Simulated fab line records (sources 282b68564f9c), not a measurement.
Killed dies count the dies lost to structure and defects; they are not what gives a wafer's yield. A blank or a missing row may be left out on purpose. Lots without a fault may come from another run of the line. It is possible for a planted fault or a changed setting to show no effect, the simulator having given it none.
Lot-split experiment    flow ritCmos    23 wafers read from 5 lots, route of 202 steps

## SPLIT DETAILS
At RIT_SILICIDE_SPUTTER_01 (material Ti, target thk 30 nm, time 240 s), the setting timeS was moved away from the recipe's 240 s on 9 of the 23 wafers read, by -8.0% to +8.9%. All remaining wafers had this setting at the recipe value.

## FROM SPLIT TO READING: 1 step shown by the file between the two
- RIT_SILICIDE_RS_MEAS_02: measures by four-point-probe

## THE READING
SILICIDE_TI_THK, in nm, at RIT_SILICIDE_THK_MEAS_03 (measures by xrf). Typical for fault-free wafers on this fab line: 29.5 nm, with standard deviation 0.45 nm.

wafer   tool, chamber at the split  timeS as run, s  against the recipe  SILICIDE_TI_THK, nm  against lot-mates on the recipe
L076.3  pvdSputter-03, -            240              recipe              29.8                 -
L076.4  pvdSputter-03, -            240              recipe              29.7                 -
L076.6  pvdSputter-03, -            240              recipe              29.4                 -
L080.2  pvdSputter-01, -            240              recipe              30.0                 -
L080.3  pvdSputter-01, -            258.2            +7.6%               32.4                 +2.4
L080.4  pvdSputter-01, -            258.2            +7.6%               32.7                 +2.7
L080.5  pvdSputter-01, -            240              recipe              30.0                 -
L080.6  pvdSputter-01, -            240              recipe              30.1                 -
L082.1  pvdSputter-03, -            240              recipe              29.7                 -
L082.2  pvdSputter-03, -            261.4            +8.9%               32.2                 +2.6
L082.3  pvdSputter-03, -            240              recipe              29.5                 -
L082.4  pvdSputter-03, -            261.4            +8.9%               32.3                 +2.7
L082.6  pvdSputter-03, -            240              recipe              29.5                 -
L083.1  pvdSputter-04, -            220.8            -8.0%               26.5                 -2.2
L083.2  pvdSputter-04, -            220.8            -8.0%               26.4                 -2.3
L083.4  pvdSputter-04, -            220.8            -8.0%               26.3                 -2.4
L083.5  pvdSputter-04, -            240              recipe              28.7                 -
L083.6  pvdSputter-04, -            240              recipe              28.7                 -
L084.2  pvdSputter-04, -            252.4            +5.2%               30.5                 +1.5
L084.3  pvdSputter-04, -            252.4            +5.2%               30.7                 +1.7
L084.4  pvdSputter-04, -            240              recipe              28.9                 -
L084.5  pvdSputter-04, -            240              recipe              29.0                 -
L084.6  pvdSputter-04, -            240              recipe              29.0                 -

THE FIT
A straight line over all 23 wafers: SILICIDE_TI_THK changes by +0.354 nm for each +1% of timeS; r = +0.96; the points scatter about the line by 0.47 nm.
The same after taking each lot's own level away (the mean of its wafers on the recipe; 23 wafers): +0.303 nm for each +1%; r = +1.00; scatter 0.13 nm.
The reading moves by 2.7 nm for the largest change in timeS, on that fit.
The lots' own levels span 28.70 to 30.03 nm, that is 3.0 times the standard deviation above.
So the lot-to-lot level changes the slope: the two fits differ.
Check: for one of the wafers moved furthest among these (+8.9%), held out of the fit, the line's prediction against its lot-mates is +2.76 nm. Against them it came out at +2.63 nm.

## OTHER SPLITS APPLIED TO THESE WAFERS
These wafers also went through other splits before the reading. Each is held against what the fit with the lots' levels taken away leaves over:
other split on the same wafers  wafers away from the commonest value  r with SILICIDE_TI_THK (lot level and that fit taken away)
RIT_NSD_IMPLANT_08 tiltDeg      7                                     +0.03
RIT_SDANNEAL_RTA_03 timeS       6                                     -0.05

## THE WHOLE CHAIN: every reading that the file lists as answering this split, in the file's order
step                      what it does                               reading                                                                           change (the file's fit)                r (the file's)
RIT_SILICIDE_SPUTTER_01   material Ti, target thk 30 nm, time 240 s  Ti_of_SILICIDE_SPUTTER_01.thkNm (the simulator's own value, which no gauge read)  +0.308 nm for each +1% of the setting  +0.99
RIT_SILICIDE_RS_MEAS_02   measures by four-point-probe               SILICIDE_TI_RS                                                                    -0.6 for each +1% of the setting       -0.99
RIT_SILICIDE_THK_MEAS_03  measures by xrf                            SILICIDE_TI_THK                                                                   +0.308 for each +1% of the setting     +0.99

## FILE'S OWN FIT
SILICIDE_TI_THK changes by +0.308 nm for each +1% of timeS, r = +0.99.
